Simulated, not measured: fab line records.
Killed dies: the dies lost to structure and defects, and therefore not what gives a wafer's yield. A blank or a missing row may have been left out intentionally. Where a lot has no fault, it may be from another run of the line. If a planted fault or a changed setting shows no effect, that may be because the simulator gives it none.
Which tool was responsible?	flow berkeley-cmos170	Sampling: 7 lots, 21 wafers, 3 of 331 route steps

WHAT THE GAUGES SHOWED, per wafer
UCB170_M3_RS_MEAS_02: measures by four-point-probe.
lot	measured	on	M3_AL_RS (ohm/sq)
L179	day 8 21:59	film-metro-03	0.0318 0.0320 0.0319
L181	day 9 04:53	film-metro-04	0.0321 0.0320 0.0319
L188	day 10 01:37	film-metro-04	0.0323 0.0322 0.0321
L189	day 11 06:51	film-metro-03	0.0320 0.0322 0.0322
L195	day 11 10:13	film-metro-01	0.0317 0.0316 0.0320
L200	day 12 13:41	film-metro-04	0.0319 0.0318 0.0320
L201	day 13 01:32	film-metro-01	0.0319 0.0323 0.0322

EACH LOT AND THE TOOL THAT RAN IT (in order: tool; ch and the chambers of the sampled wafers; start)
lot	UCB170_V2_ETCH_14	UCB170_M3_SPUTTER_01
L179	rie-diel-04 ch 1,3, day 8 21:25	pvd-sputter-01, day 8 21:53
L181	rie-diel-02 ch 0,3, day 9 04:19	pvd-sputter-02, day 9 04:47
L188	rie-diel-01 ch 1,3, day 10 01:02	pvd-sputter-03, day 10 01:31
L189	rie-diel-04 ch 0,1,3, day 11 06:17	pvd-sputter-02, day 11 06:45
L195	rie-diel-04 ch 0,2, day 11 09:40	pvd-sputter-03, day 11 10:08
L200	rie-diel-02 ch 0,1,3, day 12 13:08	pvd-sputter-03, day 12 13:37
L201	rie-diel-01 ch 0,1, day 13 00:58	pvd-sputter-03, day 13 01:26
- UCB170_V2_ETCH_14: etches SiO2 in CHF3/CF4/Ar, stops on Al, target depth 1250 nm, time 291 s.
- UCB170_M3_SPUTTER_01: material Al, target thk 900 nm, time 120 s.

THE ANSWER, worked out from the rows above alone
Rule: the lots themselves supply what counts as usual. Put in order of their means at a reading, lots are off if they are a third of the lots or fewer, leave a main group of 4 or more, and stand apart from it by a gap of 3 or more times the standard deviation of the main group's means; of several such gaps the widest counts. A main group whose means are all the same, to the digits that the tables above print for the reading, isn't used. A lot without any number at a reading at which 4 lots or more have one is off too. Where the step has rows for the other lots, those lots are counted as sound.
Nothing can be told from this: no lot is off at any reading shown.

WHAT THE SIMULATOR PUT IN
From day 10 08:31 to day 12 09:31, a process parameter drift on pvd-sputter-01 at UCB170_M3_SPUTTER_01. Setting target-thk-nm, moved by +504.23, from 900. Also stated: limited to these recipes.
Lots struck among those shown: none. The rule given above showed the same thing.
